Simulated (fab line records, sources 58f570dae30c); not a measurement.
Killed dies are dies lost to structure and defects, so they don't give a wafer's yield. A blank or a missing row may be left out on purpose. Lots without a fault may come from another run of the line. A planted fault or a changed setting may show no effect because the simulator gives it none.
A struck lot beside a sound one | flow berkeley_cmos170 | 15 steps out of a route of 331
Sound: wafers L240.3, L240.4, L240.5. Struck: wafers L251.1, L251.3, L251.6. The cause comes at the end.
At each step with rows: each side's tool, then ch and its chambers, then its first start. Under that, the readings that differ: sound wafers | struck wafers | difference of the means | sigmas: that difference in standard deviations of wafers without a fault.
alike: readings whose means differ by less than 2 such deviations, and words and numbers that are the same on both sides. not compared: withheld readings, readings that some wafer has no value for, bounds like >300 that may hide the same value, and numbers for which the record gives no deviation and whose values overlap.
The two part at a step that has a row with sigmas, a row that says differs or no value, or rows on one side only. Numbers that don't overlap but have no deviation are shown without sigmas and don't part them. A reading that every wafer of one side lacks parts them only if that side has two wafers or more.

UCB170_NSD_CD_MEAS_06: target cd 1200 nm.
  sound on cd_sem-01, day 8 17:14; struck on cd_sem-01, day 11 01:26
  alike: cd_nm
UCB170_NSD_OVL_MEAS_07:
  sound on overlay-01, day 8 17:19; struck on overlay-01, day 11 01:34
  alike: NSD_OVL
then, 1 step without rows for these wafers: UCB170_NSD_IMPLANT_08.
UCB170_NSD_STRIP_09: strips in O2.
  sound on plasma_asher-02 ch 0,1, day 8 17:32; struck on plasma_asher-02 ch 0,1, day 11 01:45
  alike: chamber_pressure_mTorr, drypump_motor_current_A, oes_product_au, strip_time_to_endpoint_s
  not compared: rf_hours_counter_h
UCB170_NSD_TW_MEAS_10:
  sound on film_metro-03, day 8 17:37; struck on film_metro-02, day 11 01:51
  alike: NSD_TW
then, 4 steps without rows for these wafers: UCB170_NSD_CLEAN_11 (cleans in SPM, time 600 s); UCB170_BACKSIDE_HMDS_00 (prime time 60 s); UCB170_BACKSIDE_COAT_01 (resist thk 900 nm); UCB170_BACKSIDE_SOFTBAKE_02 (time 60 s).
UCB170_BACKSIDE_STRIP_03: strips in O2.
  sound on plasma_asher-04 ch 0,1, day 8 18:47; struck on plasma_asher-03 ch 0,1, day 11 02:36
  alike: chamber_pressure_mTorr, drypump_motor_current_A, oes_product_au, strip_time_to_endpoint_s
  not compared: rf_hours_counter_h
then, 1 step without rows for these wafers: UCB170_BACKSIDE_CLEAN_04 (cleans in SPM, time 600 s).
UCB170_SDANNEAL_RTA_00: time 10 s.
  sound on rtp_anneal-01 ch 0, day 8 19:03; struck on rtp_anneal-02 ch 0, day 11 02:55
  reading            | sound          | struck         | difference | sigmas
  lamp_power_pct (%) | 21.7 21.8 21.8 | 22.4 22.4 22.4 | +0.6       | +2
  alike: wafer_temp_C_max
UCB170_SDANNEAL_RTA_01: time 5 s.
  sound on rtp_anneal-01 ch 0, day 8 19:07; struck on rtp_anneal-02 ch 0, day 11 02:59
  reading            | sound                | struck               | difference | sigmas
  lamp_power_pct (%) | 33.6 33.6 33.6       | 31.2 31.3 31.3       | -2.3       | -5
  wafer_temp_C_max   | 1055.8 1055.2 1057.6 | 1013.9 1014.0 1014.5 | -42.1      | -32
UCB170_SDANNEAL_RS_MEAS_02: measures by four-point-probe.
  sound on film_metro-04, day 8 19:12; struck on film_metro-04, day 11 03:25
  reading         | sound             | struck            | difference | sigmas
  PSD_RS (ohm/sq) | 75.34 75.47 75.39 | 96.98 96.76 96.16 | +21.23     | +79
  not compared: hold
UCB170_M3_PROBE_99:
  the record has rows for the sound wafers here (prober-02, day 9 22:53) and none for the struck ones

WHERE THEY PART
First at UCB170_SDANNEAL_RTA_00; last, within this record, at UCB170_M3_PROBE_99.

WHY: what the simulator had put in
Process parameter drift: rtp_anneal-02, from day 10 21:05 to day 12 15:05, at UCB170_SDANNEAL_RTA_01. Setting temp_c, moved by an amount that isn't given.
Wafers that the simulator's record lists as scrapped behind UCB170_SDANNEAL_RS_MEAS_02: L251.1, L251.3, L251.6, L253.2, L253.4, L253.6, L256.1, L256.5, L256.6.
